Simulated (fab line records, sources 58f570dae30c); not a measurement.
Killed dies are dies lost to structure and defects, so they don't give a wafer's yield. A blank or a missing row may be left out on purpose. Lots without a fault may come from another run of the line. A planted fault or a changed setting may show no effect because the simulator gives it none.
One fault seen from 2 desks | flow berkeley_cmos170 | each desk has only its own numbers; what lay behind them comes last

THE METROLOGY DESK
What the gauges read, lot by lot, whatever tool the lot ran on: means of the sampled wafers that have a number. A lot is out of limits, marked OUT, if its mean lies more than 4 standard deviations from the usual mean; the brackets give that distance.
Columns: A = V1_BOW at UCB170_V1_BOW_MEAS_03, usual 19 um; B = V1_POLISHED_THK at UCB170_V1_THK_MEAS_04, usual 1000.9 nm; C = cd_nm at UCB170_V1_CD_MEAS_12, usual 699.9 nm; D = V1_OVL at UCB170_V1_OVL_MEAS_13, usual 1 nm; E = cd_nm at UCB170_V1_CD_MEAS_90, usual 700.2 nm
lot  | first seen here | A  | B      | C     | D  | E
L560 | day 7 04:43     | 20 | 1000.7 | 699.2 | -2 | 700.3
L563 | day 8 06:03     | 20 | 999.6  | 701.5 | -1 | 701.5
L571 | day 9 17:32     | 20 | 1002.0 | 699.5 | -5 | 702.2
L572 | day 9 22:28     | 17 | 1001.0 | 701.5 | 4  | 703.0
L578 | day 11 03:31    | 10 | 1001.3 | 699.6 | 4  | 701.0
L582 | day 11 18:59    | 17 | 1000.9 | 700.4 | 2  | 700.1
This desk's finding: nothing out of limits on any of the 6 lots.

THE TOOL OWNER'S DESK: rie_diel-04
The tool's own readings at UCB170_V1_ETCH_14 (etches SiO2 in CHF3/CF4/Ar, stops on Al, target depth 1250 nm, time 291 s): means of the sampled wafers that have a number, for each lot that ran on this tool. A lot is out of limits, marked OUT, if its mean lies more than 4 standard deviations from the usual mean; the brackets give that distance.
Columns: A = cf4_flow_sccm at UCB170_V1_ETCH_14, usual 15.00 sccm; B = drypump_motor_current_A at UCB170_V1_ETCH_14, usual 5.6 A; C = oes_product_au at UCB170_V1_ETCH_14, usual 0.874 a.u.; D = throttle_valve_pct at UCB170_V1_ETCH_14, usual 6.85 %
lot  | first seen here | A     | B   | C     | D
L563 | day 8 07:56     | 14.96 | 5.7 | 0.867 | 6.88
L571 | day 9 19:42     | 14.99 | 5.3 | 0.864 | 6.95
L572 | day 10 01:23    | 14.98 | 5.6 | 0.869 | 6.87
This desk's finding: nothing out of limits on any of the 3 lots.

PUT TOGETHER
The metrology desk saw nothing out of limits.
The tool owner's desk saw nothing out of limits.

WHAT THE SIMULATOR HAD PUT IN
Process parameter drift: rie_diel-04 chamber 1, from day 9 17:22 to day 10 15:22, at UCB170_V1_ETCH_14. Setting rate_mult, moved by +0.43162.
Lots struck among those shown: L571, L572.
